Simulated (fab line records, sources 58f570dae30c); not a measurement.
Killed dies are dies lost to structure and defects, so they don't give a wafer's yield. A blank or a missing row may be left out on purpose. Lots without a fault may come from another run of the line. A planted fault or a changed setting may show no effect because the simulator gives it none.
fab line records | flow berkeley_cmos170
record lots=15 wafers=45 last_day=14
route steps=331 shown PWELL@36 FIELD@96 CONTACT@222 V1@267
lots that met no fault: from a run of the same line without faults
start_h: hours from the record's first day to the start of the lot's first wafer shown | wait_h: hours since the lot's step before | " the same as in the row above | L1.1+2: a row that stands for several wafers | - no value, or no start given | * or withheld: withheld | < > ~ a bound
route shown NAME@n: a module of which the file shows steps, and the number in the route of the first | usual: mean/standard deviation of fault-free wafers | same: alike in all rows | chamber/n: place in a boat | sites: the reading at each site | _std_site: their standard deviation | _edge_site: outer sites' mean less inner sites' | radius_mm: how far each site lies from the wafer's centre | mask NAME#n: copy n | behind: the tool/chamber that last shaped the wafer | hold: why the lot was held/for how many hours/how that ended | device: the transistor (n, p or np) that didn't switch | end of line: the same wafers' tests at the end of the route | a step without rows: its recipe alone | killed: dies lost to structure and defects at the first sort, not the wafer's yield | map: a wafer's dies, x killed, . not, _ none there
set.NAME: the setting as run; set.NAME@STEP: as run at that earlier step | model.NAME: the simulator's own value behind a step, which no gauge read
steps of the route over a sample of lots; a table a step, a row a wafer
services: from which hour (start_h, from the record's first day; less than 0 if before it) a tool's chamber was out of use, for how many hours, and why
## steps
# step UCB170_PWELL_OXIDATION_02
# recipe temp_c=1000 ambient=O2 target_thk_a=264 ox_time_s=1260
# usual ox_temp_c=1000.0/0.45 ox_temp_c_max=1004.5/2.1 spike_tc_centre_C=1002.6/1.1
# columns lot.wafer tool chamber start_h wait_h ox_temp_c ox_temp_c_max spike_tc_centre_C
L560.1 furnace-02 0 52.48 8.6 999.7 1006.4 1002.7
L560.2 " 0 " " 999.7 1007.9 1002.8
L560.6 " 0 " " 999.6 1007.9 1003.8
L562.1 furnace-01 0 62.08 2.3 1000.0 1003.4 1001.7
L562.4 " 0 " " 999.9 1002.9 1002.2
L562.5 " 0 " " 1000.0 1004.7 1001.7
L563.2 furnace-04 0 72.24 2.5 999.8 1002.9 1003.5
L563.3 " 0 " " 1000.2 1003.9 1003.7
L563.5 " 0 " " 1000.0 1003.4 1002.9
L566.2 furnace-04 0 86.54 4.1 999.6 1003.3 1003.7
L566.4 " 0 " " 999.3 1002.7 1003.2
L566.5 " 0 " " 999.3 1002.5 1003.8
L567.1 furnace-04 0 86.54 4.7 1000.5 1004.0 1003.1
L567.4 " 0 " " 1000.3 1003.2 1002.2
L567.5 " 0 " " 1000.7 1004.0 1002.3
L568.2 furnace-01 - 91.93 2.8 - - -
L568.4 " - " " - - -
L568.6 " - " " - - -
L569.2 furnace-01 - 91.93 0.5 - - -
L569.5 " - " " - - -
L569.6 " - " " - - -
L570.1 furnace-01 - 91.93 2.8 - - -
L570.4 " - " " - - -
L570.5 " - " " - - -
L573.2 furnace-01 0 113.62 5.8 1000.3 1002.7 1000.9
L573.3 " 0 " " 999.8 1003.2 1001.7
L573.5 " 0 " " 999.6 1003.2 1002.5
L575.1 furnace-01 0 113.62 5.8 1000.5 1004.1 1003.0
L575.2 " 0 " " 1000.0 1003.0 1000.3
L575.5 " 0 " " 1000.3 1004.5 1000.9
L576.1 furnace-02 0 130.54 4.8 1000.2 1010.6 1002.9
L576.3 " 0 " " 1000.0 1007.1 1000.9
L576.5 " 0 " " 1000.5 1006.7 1002.6
L577.2 furnace-02 0 137.32 3.6 1000.5 1005.9 1002.1
L577.3 " 0 " " 1000.1 1006.9 1002.6
L577.4 " 0 " " 999.8 1005.9 1001.3
L579.1 furnace-04 0 142.52 3.8 999.0 1001.8 1003.0
L579.4 " 0 " " 999.9 1003.9 1003.5
L579.6 " 0 " " 999.4 1003.2 1003.1
L582.1 furnace-01 0 158.29 3.9 1000.3 1004.3 1002.2
L582.2 " 0 " " 999.7 1003.2 1001.5
L582.3 " 0 " " 999.8 1002.7 1000.8
L583.2 furnace-01 0 158.29 1.9 999.8 1003.2 1002.3
L583.3 " 0 " " 999.8 1004.0 1001.6
L583.6 " 0 " " 999.3 1003.0 1002.2
# step UCB170_FIELD_THK_MEAS_90
# recipe reads=SiO2_of_FIELD_OXIDATION_01
# usual FIELD_OXIDE_LEFT_1_THK=443/9.4
# columns lot.wafer tool chamber start_h wait_h FIELD_OXIDE_LEFT_1_THK[nm]
L560.1 film_metro-04 - 121.10 0.0 436
L560.2 " - " " 440
L560.6 " - " " 436
L562.1 film_metro-02 - 121.10 0.0 449
L562.4 " - " " 449
L562.5 " - " " 460
L563.2 film_metro-03 - 142.31 0.0 454
L563.3 " - " " 455
L563.5 " - " " 456
L566.2 film_metro-04 - 142.31 0.0 457
L566.4 " - " " 451
L566.5 " - " " 449
L567.1 film_metro-03 - 151.40 0.0 441
L567.4 " - " " 433
L567.5 " - " " 424
L575.1 film_metro-02 - 176.13 0.0 444
L575.2 " - " " 441
L575.5 " - " " 434
L573.2 film_metro-04 - 176.14 0.0 444
L573.3 " - " " 425
L573.5 " - " " 448
L576.1 film_metro-04 - 194.33 0.2 441
L576.3 " - " " 451
L576.5 " - " " 445
L579.1 film_metro-03 - 223.32 0.0 429
L579.4 " - " " 430
L579.6 " - " " 428
L577.2 film_metro-02 - 223.33 0.0 440
L577.3 " - " " 445
L577.4 " - " " 446
L582.1 film_metro-03 - 235.18 0.0 460
L582.2 " - " " 458
L582.3 " - " " 441
L583.2 film_metro-04 - 235.19 0.0 449
L583.3 " - " " 450
L583.6 " - " " 443
# step UCB170_CONTACT_STRIP_06
# recipe chemistry=O2 power_w=400 pressure_mtorr=3500 platen_temp_c=withheld o2_flow_sccm=400 overash_fraction=0.5
# usual drypump_motor_current_A=5.9/0.41 oes_product_au=0.734/0.0043 strip_time_to_endpoint_s=21.95/0.063
# columns lot.wafer tool chamber start_h wait_h drypump_motor_current_A oes_product_au rf_hours_counter_h strip_time_to_endpoint_s
L560.1 plasma_asher-02 1 172.08 0.1 5.8 0.737 40 21.84
L560.2 " 0 " " 6.3 0.736 40 21.95
L560.6 " 1 " " 5.8 0.731 - 21.85
L562.1 plasma_asher-01 0 173.93 0.1 6.1 0.738 45 21.87
L562.4 " 1 " " 6.4 0.735 - 21.91
L562.5 " 0 " " 6.1 0.733 - 21.94
L563.2 plasma_asher-01 1 197.49 0.1 6.4 0.741 47 21.94
L563.3 " 1 " " 6.4 0.731 - 22.00
L563.5 " 0 " " 6.2 0.731 - 21.94
L566.2 plasma_asher-01 1 198.66 0.1 6.4 0.734 48 21.91
L566.4 " 1 " " 6.4 0.729 - 21.97
L566.5 " 1 " " 6.4 0.742 - 21.98
L567.1 plasma_asher-04 1 217.27 0.1 5.3 0.746 45 21.99
L567.4 " 1 " " 5.3 0.731 - 22.03
L567.5 " 1 " " 5.3 0.737 - 21.95
L573.2 plasma_asher-01 0 242.35 0.1 6.1 0.726 52 21.88
L573.3 " 1 " " 6.4 0.733 - 21.89
L573.5 " 0 " " 6.2 0.736 - 21.84
L575.1 plasma_asher-04 1 243.07 0.1 5.3 0.740 47 21.95
L575.2 " 0 " " 5.6 0.734 47 21.92
L575.5 " 1 " " 5.3 0.738 - 21.95
L576.1 plasma_asher-04 0 258.86 0.1 5.7 0.741 49 21.89
L576.3 " 0 " " 5.7 0.731 - 21.89
L576.5 " 0 " " 5.7 0.734 - 21.94
L579.1 plasma_asher-02 0 289.46 0.1 6.3 0.737 51 21.96
L579.4 " 0 " " 6.2 0.730 - 21.90
L579.6 " 1 " " 5.8 0.734 - 21.97
L577.2 plasma_asher-01 1 289.50 0.1 6.4 0.731 55 21.94
L577.3 " 0 " " 6.2 0.738 - 21.91
L577.4 " 1 " " 6.4 0.729 - 21.97
L583.2 plasma_asher-01 0 305.37 0.1 6.1 0.736 57 22.00
L583.3 " 0 " " 6.1 0.727 - 22.03
L583.6 " 0 " " 6.1 0.738 - 22.00
L582.1 plasma_asher-02 1 305.74 0.1 5.9 0.729 53 21.91
L582.2 " 0 " " 6.3 0.732 53 21.92
L582.3 " 0 " " 6.3 0.734 - 21.96
# step UCB170_V1_OVL_MEAS_13
# usual V1_OVL=3/5.1
# columns lot.wafer tool chamber start_h wait_h V1_OVL[nm]
L560.1 overlay-01 - 185.94 0.1 4
L560.2 " - " " 5
L560.6 " - " " 4
L562.1 overlay-02 - 186.06 0.1 2
L562.4 " - " " 5
L562.5 " - " " 1
L563.2 overlay-02 - 205.46 0.1 13
L563.3 " - " " 11
L563.5 " - " " 8
L566.2 overlay-01 - 206.79 0.1 -1
L566.4 " - " " -3
L566.5 " - " " 6
L567.1 overlay-02 - 231.50 0.1 -7
L567.4 " - " " -5
L567.5 " - " " 3
L573.2 overlay-02 - 249.92 0.1 -2
L573.3 " - " " 6
L573.5 " - " " 11
L575.1 overlay-01 - 251.60 0.1 -4
L575.2 " - " " -2
L575.5 " - " " -2
L576.1 overlay-01 - 266.36 0.1 9
L576.3 " - " " -1
L576.5 " - " " -2
L579.1 overlay-02 - 300.33 0.1 2
L579.4 " - " " 0
L579.6 " - " " -3
L577.2 overlay-01 - 300.46 0.1 -6
L577.3 " - " " -3
L577.4 " - " " -3
L583.2 overlay-01 - 314.07 0.1 11
L583.3 " - " " -2
L583.6 " - " " 0
L582.1 overlay-02 - 315.72 0.1 1
L582.2 " - " " 2
L582.3 " - " " 1
## services
# columns tool chamber start_h hours kind
furnace-01 - 48.73 2.7 pm
plasma_asher-04 - 75.19 24.3 repair
furnace-04 - 93.66 3.0 pm
plasma_asher-04 - 94.83 0.5 repair
furnace-01 - 101.70 3.4 pm
furnace-01 - 105.15 2.6 pm
furnace-02 - 127.31 3.2 pm
plasma_asher-01 - 141.74 0.5 repair
furnace-04 - 176.95 3.3 pm
furnace-04 - 191.98 24.1 pm
furnace-04 - 250.25 36.6 pm
plasma_asher-02 - 256.94 2.7 repair
furnace-01 - 269.04 3.6 pm
furnace-02 - 295.21 3.4 pm
## key
first_sign step=UCB170_PWELL_OXIDATION_02 reading=tool_record direction=missing
effect none on later readings
met_at UCB170_PWELL_OXIDATION_02
struck_lots L568,L569,L570
later_rows_left_out L568.2,L568.4,L568.6,L569.2,L569.5,L569.6,L570.1,L570.4,L570.5
sort_left_out L568.2,L568.4,L568.6,L569.2,L569.5,L569.6,L570.1,L570.4,L570.5
tester_left_out L568,L569,L570
not_acting_at UCB170_FIELD_THK_MEAS_90,UCB170_CONTACT_STRIP_06,UCB170_V1_OVL_MEAS_13
onset_between 62.08 91.93
fault kind=skipped_step_whole tool=furnace-01 chamber=- onset_h=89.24 steps=UCB170_PWELL_OXIDATION_02 scope=struck_lots_only
# tester_left_out: of these lots the tester's yield and bins aren't shown, on N5 and GAA mostly nor the transistor test; their killed dies are dies lost to structure and defects alone, not to doping, threshold or leakage, so they don't give the yield
# sort_left_out: the simulated sort isn't trusted on such a fault, so these wafers' sort isn't shown, and their yield isn't known
# later_rows_left_out: the simulator's readings of these wafers behind a module that went badly wrong aren't trusted and aren't shown, but for the sort
